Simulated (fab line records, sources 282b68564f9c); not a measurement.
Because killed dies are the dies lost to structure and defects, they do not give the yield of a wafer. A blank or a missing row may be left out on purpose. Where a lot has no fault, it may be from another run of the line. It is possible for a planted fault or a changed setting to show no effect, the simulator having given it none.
Chamber matching ; flow rit cmos ; 4 sister chambers for RIT_GATE_ETCH_19 on rie si-01
The step etches poly-Si in SF6/CHF3/O2, stops on SiO2, time 165 s, target depth 312.5 nm. 14 wafers are shown with their chamber, then 7 later ones without.

EACH WAFER AND ITS CHAMBER
wafer;chamber;throttle valve pct (%);drypump motor current A (A);oes product au (a.u.)
L334.1;0;10.02;5.7;0.842
L334.4;1;10.01;5.6;0.821
L334.5;0;10.02;5.7;0.864
L342.2;1;9.99;5.7;0.820
L342.4;2;10.31;5.4;0.847
L342.5;1;9.98;5.7;0.823
L348.1;3;10.19;5.0;0.820
L348.5;0;10.04;5.8;0.851
L348.6;1;10.00;5.7;0.826
L350.2;0;10.02;5.8;0.854
L350.3;3;10.17;5.0;0.826
L350.4;1;10.00;5.7;0.819
L352.2;1;10.00;5.7;0.835
L352.3;2;10.32;5.4;0.859

SIGNATURES (means of the wafers above)
reading;chamber 0;chamber 1;chamber 2;chamber 3;scatter within a chamber
throttle valve pct;10.0250;9.9967;10.3150;10.1800;0.0104
drypump motor current A;5.750;5.683;5.400;5.000;0.0428
oes product au;0.85275;0.82400;0.85300;0.82300;0.00716
Rule: for a wafer and a chamber, the distance is found by dividing, reading by reading, the gap between the wafer's reading and the chamber's mean by the reading's scatter, squaring, summing and taking the root. The wafer belongs to the nearest chamber; if the next one is less than 2 further off, it can't be placed. How the scatter is found: for the shown wafers, subtract from each reading the mean of its chamber, square and add these, divide the total by (wafers less chambers), then take the root.

WAFERS WITHOUT THEIR CHAMBER
wafer;throttle valve pct (%);drypump motor current A (A);oes product au (a.u.)
L352.5;10.32;5.4;0.838
L354.1;10.01;5.6;0.844
L354.4;10.30;5.4;0.855
L354.6;10.16;5.0;0.839
L356.1;10.00;5.7;0.830
L356.3;10.33;5.4;0.850
L356.4;10.02;5.7;0.857

EACH ONE'S CHAMBER
wafer;from the rows above;in truth
L352.5;2;2
L354.1;can't be placed: 1 or 0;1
L354.4;2;2
L354.6;3;3
L356.1;1;1
L356.3;2;2
L356.4;0;0
Correctly placed: 6 of 7. Cannot be placed on the basis of these rows: 1; the candidates contain the true chamber in 1. Number placed wrongly: 0.
